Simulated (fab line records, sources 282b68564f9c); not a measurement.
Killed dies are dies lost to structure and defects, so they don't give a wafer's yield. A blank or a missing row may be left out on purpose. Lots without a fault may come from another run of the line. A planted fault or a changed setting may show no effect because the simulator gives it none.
Which tool did it? | flow rit_cmos | 16 lots, 48 wafers sampled, at 5 steps of a route of 202

WHAT THE GAUGES READ, wafer by wafer
RIT_ACTIVE_BOW_MEAS_00.
lot  | measured    | on            | INCOMING_BOW (um)
L667 | day 1 10:00 | film_metro-01 | -12 2 -1
L668 | day 1 15:00 | film_metro-02 | -2 10 8
L669 | day 1 20:02 | film_metro-01 | 2 8 0
L671 | day 2 06:00 | film_metro-04 | -10 -1 6
L672 | day 2 11:02 | film_metro-01 | -5 4 4
L674 | day 2 21:00 | film_metro-04 | -10 -4 1
L675 | day 3 02:01 | film_metro-04 | 2 -10 0
L676 | day 3 07:00 | film_metro-02 | 8 -10 1
L677 | day 3 12:04 | film_metro-04 | 5 -9 0
L679 | day 3 22:00 | film_metro-04 | 1 3 14
L680 | day 4 03:01 | film_metro-04 | 3 -2 12
L681 | day 4 08:00 | film_metro-02 | 1 -8 -1
L684 | day 4 23:01 | film_metro-01 | 0 -2 3
L685 | day 5 04:01 | film_metro-04 | -8 9 0
L686 | day 5 09:00 | film_metro-04 | 6 -3 -4
L690 | day 6 05:01 | film_metro-04 | -7 9 1

RIT_NLDD_TW_MEAS_10.
lot  | measured    | on            | NLDD_TW
L667 | day 2 17:50 | film_metro-02 | 2450 2452 2462
L668 | day 2 22:13 | film_metro-02 | 2450 2462 2448
L669 | day 3 05:25 | film_metro-04 | 2499 2490 2500
L671 | day 3 15:58 | film_metro-01 | 2425 2421 2429
L672 | day 3 19:43 | film_metro-04 | 2504 2503 2501
L674 | day 4 05:10 | film_metro-01 | 2438 2444 2439
L675 | day 4 19:24 | film_metro-01 | 2439 2435 2432
L676 | day 4 22:28 | film_metro-04 | 2532 2523 2534
L677 | day 5 02:02 | film_metro-02 | 2461 2476 2468
L679 | day 5 15:10 | film_metro-02 | 2465 2465 2471
L680 | day 5 17:45 | film_metro-04 | 2501 2502 2489
L681 | day 5 22:00 | film_metro-02 | 2469 2466 2459
L684 | day 6 08:28 | film_metro-02 | 2480 2482 2470
L685 | day 6 13:05 | film_metro-01 | 2398 2428 2419
L686 | day 6 16:50 | film_metro-04 | 2503 2507 2517
L690 | day 7 16:42 | film_metro-01 | 2430 2423 2428

RIT_CONTACT_CD_MEAS_08: target cd 1000 nm.
lot  | measured    | on        | cd_nm (nm)
L667 | day 3 03:28 | cd_sem-01 | 998.7 998.6 998.4
L668 | day 3 07:56 | cd_sem-02 | 997.8 997.9 999.0
L669 | day 3 14:46 | cd_sem-01 | 1002.4 1002.0 1002.9
L671 | day 4 02:01 | cd_sem-01 | 998.1 997.9 998.6
L672 | day 4 06:52 | cd_sem-02 | 998.1 1000.4 999.4
L674 | day 4 14:55 | cd_sem-02 | 1000.6 999.9 1001.2
L675 | day 5 05:34 | cd_sem-02 | 998.2 999.6 998.7
L676 | day 5 07:59 | cd_sem-02 | 1016.4 1016.9 1015.9
L677 | day 5 11:50 | cd_sem-02 | 1002.7 1002.0 1001.6
L679 | day 6 01:30 | cd_sem-02 | 1009.5 1006.8 1008.7
L680 | day 6 06:31 | cd_sem-02 | 1008.4 1009.9 1008.1
L681 | day 6 07:46 | cd_sem-02 | 1009.3 1008.8 1007.6
L684 | day 6 18:09 | cd_sem-01 | 998.3 997.9 1000.7
L685 | day 6 22:48 | cd_sem-02 | 998.2 997.7 1000.1
L686 | day 7 02:47 | cd_sem-02 | 998.3 998.2 1001.1
L690 | day 8 02:41 | cd_sem-02 | 999.9 1002.1 1000.7

WHICH TOOL RAN EACH LOT (tool, then ch and the chambers of the sampled wafers, then the start)
lot  | RIT_NSD_STRIP_09                    | RIT_CONTACT_EXPOSE_05
L667 | plasma_asher-01 ch 0,1, day 2 23:08 | iline_stepper-01 ch 0, day 3 02:57
L668 | plasma_asher-02 ch 0,1, day 3 03:37 | iline_stepper-01 ch 0, day 3 07:26
L669 | plasma_asher-02 ch 0,1, day 3 10:37 | iline_stepper-01 ch 0, day 3 14:14
L671 | plasma_asher-04 ch 0,1, day 3 21:35 | iline_stepper-01 ch 0, day 4 01:30
L672 | plasma_asher-01 ch 0,1, day 4 02:11 | iline_stepper-02 ch 0, day 4 06:12
L674 | plasma_asher-01 ch 0,1, day 4 10:37 | iline_stepper-01 ch 0, day 4 14:23
L675 | plasma_asher-04 ch 0,1, day 5 01:13 | iline_stepper-01 ch 0, day 5 05:02
L676 | plasma_asher-04 ch 0,1, day 5 03:49 | iline_stepper-01 ch 0, day 5 07:28
L677 | plasma_asher-04 ch 0,1, day 5 07:33 | iline_stepper-02 ch 0, day 5 11:19
L679 | plasma_asher-02 ch 0,1, day 5 20:50 | iline_stepper-01 ch 0, day 6 00:44
L680 | plasma_asher-04 ch 0,1, day 6 02:01 | iline_stepper-01 ch 0, day 6 05:59
L681 | plasma_asher-04 ch 0,1, day 6 03:26 | iline_stepper-01 ch 0, day 6 07:14
L684 | plasma_asher-02 ch 0,1, day 6 13:51 | iline_stepper-02 ch 0, day 6 17:38
L685 | plasma_asher-02 ch 0,1, day 6 18:30 | iline_stepper-02 ch 0, day 6 22:17
L686 | plasma_asher-02 ch 0,1, day 6 22:32 | iline_stepper-02 ch 0, day 7 02:16
L690 | plasma_asher-01 ch 0, day 7 22:01   | iline_stepper-02 ch 0, day 8 02:10
- RIT_NSD_STRIP_09: strips in O2, time 180 s.
- RIT_CONTACT_EXPOSE_05: exposes mask M11, target cd 1000 nm.

WHAT THE TOOLS THEMSELVES READ (means of the sampled wafers that have a number; where no wafer has one, the mark that the record gives instead)
RIT_NSD_STRIP_09.
lot  | tool            | drypump_motor_current_A (A)
L667 | plasma_asher-01 | 5.29
L668 | plasma_asher-02 | 5.38
L669 | plasma_asher-02 | 5.35
L671 | plasma_asher-04 | 5.70
L672 | plasma_asher-01 | 5.31
L674 | plasma_asher-01 | 5.28
L675 | plasma_asher-04 | 5.67
L676 | plasma_asher-04 | 5.45
L677 | plasma_asher-04 | 5.45
L679 | plasma_asher-02 | 5.39
L680 | plasma_asher-04 | 5.72
L681 | plasma_asher-04 | 5.68
L684 | plasma_asher-02 | 5.38
L685 | plasma_asher-02 | 5.38
L686 | plasma_asher-02 | 5.39
L690 | plasma_asher-01 | 5.32

RIT_CONTACT_EXPOSE_05.
lot  | tool             | exposure_dose_mJ_cm2
L667 | iline_stepper-01 | 250.18
L668 | iline_stepper-01 | 250.26
L669 | iline_stepper-01 | 249.80
L671 | iline_stepper-01 | 249.70
L672 | iline_stepper-02 | 249.86
L674 | iline_stepper-01 | 250.11
L675 | iline_stepper-01 | 250.38
L676 | iline_stepper-01 | 264.67
L677 | iline_stepper-02 | 249.92
L679 | iline_stepper-01 | 261.67
L680 | iline_stepper-01 | 259.22
L681 | iline_stepper-01 | 257.45
L684 | iline_stepper-02 | 249.86
L685 | iline_stepper-02 | 249.65
L686 | iline_stepper-02 | 250.14
L690 | iline_stepper-02 | 249.76

THE ANSWER, worked out from the rows above alone
Rule: what is usual is taken from the lots themselves. Put in order of their means at a reading, lots are off if they are a third of the lots or fewer, leave a main group of 4 or more, and stand apart from it by a gap of 3 or more times the standard deviation of the main group's means; of several such gaps the widest counts. A main group whose means are all the same, to the digits that the tables above print for the reading, isn't used. A lot without any number at a reading at which 4 lots or more have one is off too. The other lots that the step has rows for count as sound. The gauges are gone through in route order, then the tools' own readings, and for those a lot's mean is taken as printed above. The first step at which some lot is off is used, and at that step the reading that is off furthest; a lot without a number counts as furthest.
Off: L676, L679, L680, L681, at RIT_CONTACT_CD_MEAS_08 (cd_nm). The main group: mean 999.7 nm, standard deviation 1.4.
A tool fits if, at a process step before that reading, it ran every lot that is off, and no sound lot after the first of them. The gauges at RIT_CONTACT_CD_MEAS_08 aren't tried: what is off there is off at RIT_CONTACT_EXPOSE_05 too, on other tools, and a gauge's error can't cause that. One fits: iline_stepper-01 at RIT_CONTACT_EXPOSE_05. Its last sound lot is L675 (day 5 05:02), its first lot that is off L676 (day 5 07:28): a fault that began between those two fits.
The tool's own readings at RIT_CONTACT_EXPOSE_05 bear it out: on the lots that are off they differ by more than 5 times the standard deviation of the sound lots' means. exposure_dose_mJ_cm2 reads 260.75 there against 249.97 on the sound lots.

WHAT THE SIMULATOR HAD PUT IN
Process parameter drift: iline_stepper-01, from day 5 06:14 on, at RIT_CONTACT_EXPOSE_05. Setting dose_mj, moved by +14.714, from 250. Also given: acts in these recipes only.
Lots struck among those shown: L676, L679, L680, L681. The rule above found the same.
